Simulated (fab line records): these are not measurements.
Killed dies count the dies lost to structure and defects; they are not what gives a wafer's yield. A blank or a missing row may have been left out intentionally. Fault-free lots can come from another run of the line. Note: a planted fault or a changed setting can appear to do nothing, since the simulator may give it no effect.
8D (eight disciplines) problem report, filled in by code / flow berkeley cmos170 / the parts of the form that need people (team, actions taken, sign-off) are left out

== 1. THE ISSUE ==
beam energy keV at UCB170_NLDD_IMPLANT_09 reads a mean of 29.077 on 6 wafers of 2 lots; wafers without a fault read 30.000 with a standard deviation of 0.011. That puts it -84 standard deviations away from the usual mean.
First seen on wafer L857.1, day 7 20:14, on implanter-01. The record holds 18 wafers of 6 lots with a number at this step. Rule for "out" (also "out of limits"): further than 4 standard deviations from the usual mean. All remaining wafers that have a number are taken as sound.

== 2. WHAT IT IS, AND WHAT IT ISN'T ==
question=which readings at this step | is=beam energy keV | is not=faraday current uA
question=which lots | is=L857, L861 | is not=L867, L872, L873, L874
question=which wafers of those lots | is=all that have a number | is not=-
question=read on which tools | is=implanter-01 | is not=implanter-02, implanter-03
question=when | is=from day 7 20:14 | is not=up to then (0 sound wafers); but 12 sound wafers of L867, L872, L873, L874 came after

== 3. SUSPECTS, AND WHAT RULES EACH OUT ==
Counting: a tool stays on the suspect list if, at a process step up to the reading, it processed all lots that are out and no sound lot following the first of them.
- implanter-01 at UCB170_NLDD_IMPLANT_09: ruled out as a lasting fault. The sound lots L874 went through it after L857, its earliest lot that is out (day 7 20:14).
Left after counting: nothing in the record.

== 4. THE CAUSE (what the simulator had put in) ==
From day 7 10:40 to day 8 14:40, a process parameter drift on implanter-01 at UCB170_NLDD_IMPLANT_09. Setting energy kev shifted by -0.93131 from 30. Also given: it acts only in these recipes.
Counting ruled it out, wrongly.

== 5. THE CHAIN OF EFFECTS, in route order ==
Each row: a reading where the mean over the struck wafers with a number is more than 3 standard deviations away from the usual. Scope: only readings with a usual standard deviation given in the record; hours: median across lots of the time from each lot's start at the first step in this table that gives one to its start at this step; sigmas: change in usual standard deviations.
hours=0; step=UCB170_NLDD_IMPLANT_09; reading=beam energy keV; usual=30.000; on struck wafers=29.077; change=-0.923; sigmas=-84
The process steps in it:
- UCB170_NLDD_IMPLANT_09

== 6. HOW IT WOULD HAVE BEEN CAUGHT EARLIER ==
First out-of-limits reading in this record: day 7 20:14, which is 10 hours after fault onset at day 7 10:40.
